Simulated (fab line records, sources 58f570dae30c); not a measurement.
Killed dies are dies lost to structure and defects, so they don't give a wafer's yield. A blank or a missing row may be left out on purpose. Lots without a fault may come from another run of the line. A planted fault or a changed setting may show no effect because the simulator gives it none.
A struck lot beside a sound one | flow berkeley_cmos170 | 16 steps out of a route of 331
Sound: wafers L627.2, L627.3, L627.6. Struck: wafers L636.1, L636.2, L636.3. The cause comes at the end.
At each step with rows: each side's tool, then ch and its chambers, then its first start. Under that, the readings that differ: sound wafers | struck wafers | difference of the means | sigmas: that difference in standard deviations of wafers without a fault.
alike: readings whose means differ by less than 2 such deviations, and words and numbers that are the same on both sides. not compared: withheld readings, readings that some wafer has no value for, bounds like >300 that may hide the same value, and numbers for which the record gives no deviation and whose values overlap.
The two part at a step that has a row with sigmas, a row that says differs or no value, or rows on one side only. Numbers that don't overlap but have no deviation are shown without sigmas and don't part them. A reading that every wafer of one side lacks parts them only if that side has two wafers or more.

UCB170_NWELL_THK_MEAS_02:
  sound on film_metro-04, day 3 06:13; struck on film_metro-04, day 4 23:22
  alike: NWELL_OXIDE_THK
then, 2 steps without rows for these wafers: UCB170_NWELL_ANNEAL_03 (time 900 s); UCB170_NWELL_CVD_04 (deposits Si3N4 from SiH2Cl2/NH3, target thk 224 nm, time 3360 s).
UCB170_NWELL_THK_MEAS_05:
  sound on film_metro-03, day 3 10:50; struck on film_metro-03, day 5 07:08
  alike: NWELL_NITRIDE_THK
then, 6 steps without rows for these wafers: UCB170_NWELL_HMDS_06 (prime time 60 s); UCB170_NWELL_COAT_07 (resist thk 900 nm); UCB170_NWELL_SOFTBAKE_08 (time 60 s); UCB170_NWELL_EXPOSE_09 (exposes mask NWELL, target cd 3000 nm); UCB170_NWELL_PEB_10; UCB170_NWELL_DEVELOP_11 (develop time 45 s).
UCB170_NWELL_OVL_MEAS_12:
  sound on overlay-01, day 3 11:44; struck on overlay-02, day 5 09:39
  reading        | sound    | struck | difference | sigmas
  NWELL_OVL (nm) | -10 0 -4 | 13 6 2 | +12        | +2
UCB170_NWELL_ETCH_13: etches Si3N4 in CH3F/Ar/O2, stops on SiO2, target depth 246.4 nm, time 154 s.
  sound on rie_diel-02 ch 1,2,3, day 3 11:46; struck on rie_diel-02 ch 0,1, day 5 09:41
  alike: drypump_motor_current_A, oes_product_au, throttle_valve_pct
  not compared: rf_hours_counter_h
UCB170_NWELL_IMPLANT_14:
  sound on implanter-01 ch 0, day 3 11:53; struck on implanter-01 ch 0, day 5 09:50
  reading            | sound                           | struck                           | difference  | sigmas
  dose_ions_cm2      | 1.0008e+13 1.0024e+13 1.001e+13 | 5.0006e+13 5.0008e+13 5.0006e+13 | +3.9993e+13 | +99 or more
  faraday_current_uA | 31.8 30.9 31.1                  | 163.7 158.5 160.3                | +129.6      | +99 or more
  alike: beam_energy_keV, end_station_pressure_torr
UCB170_NWELL_STRIP_15: strips in O2.
  sound on plasma_asher-04 ch 0,1, day 3 12:01; struck on plasma_asher-04 ch 0,1, day 5 09:59
  alike: drypump_motor_current_A, oes_product_au, strip_time_to_endpoint_s
  not compared: rf_hours_counter_h
UCB170_NWELL_TW_MEAS_16:
  sound on film_metro-03, day 3 12:07; struck on film_metro-03, day 5 10:19
  reading  | sound          | struck         | difference | sigmas
  NWELL_TW | 1276 1276 1268 | 2116 2114 2116 | +842       | +50
  not compared: hold
UCB170_M3_PROBE_99:
  the record has rows for the sound wafers here (prober-02, day 9 18:31) and none for the struck ones

WHERE THEY PART
First at UCB170_NWELL_OVL_MEAS_12; last, within this record, at UCB170_M3_PROBE_99.

WHY: what the simulator had put in
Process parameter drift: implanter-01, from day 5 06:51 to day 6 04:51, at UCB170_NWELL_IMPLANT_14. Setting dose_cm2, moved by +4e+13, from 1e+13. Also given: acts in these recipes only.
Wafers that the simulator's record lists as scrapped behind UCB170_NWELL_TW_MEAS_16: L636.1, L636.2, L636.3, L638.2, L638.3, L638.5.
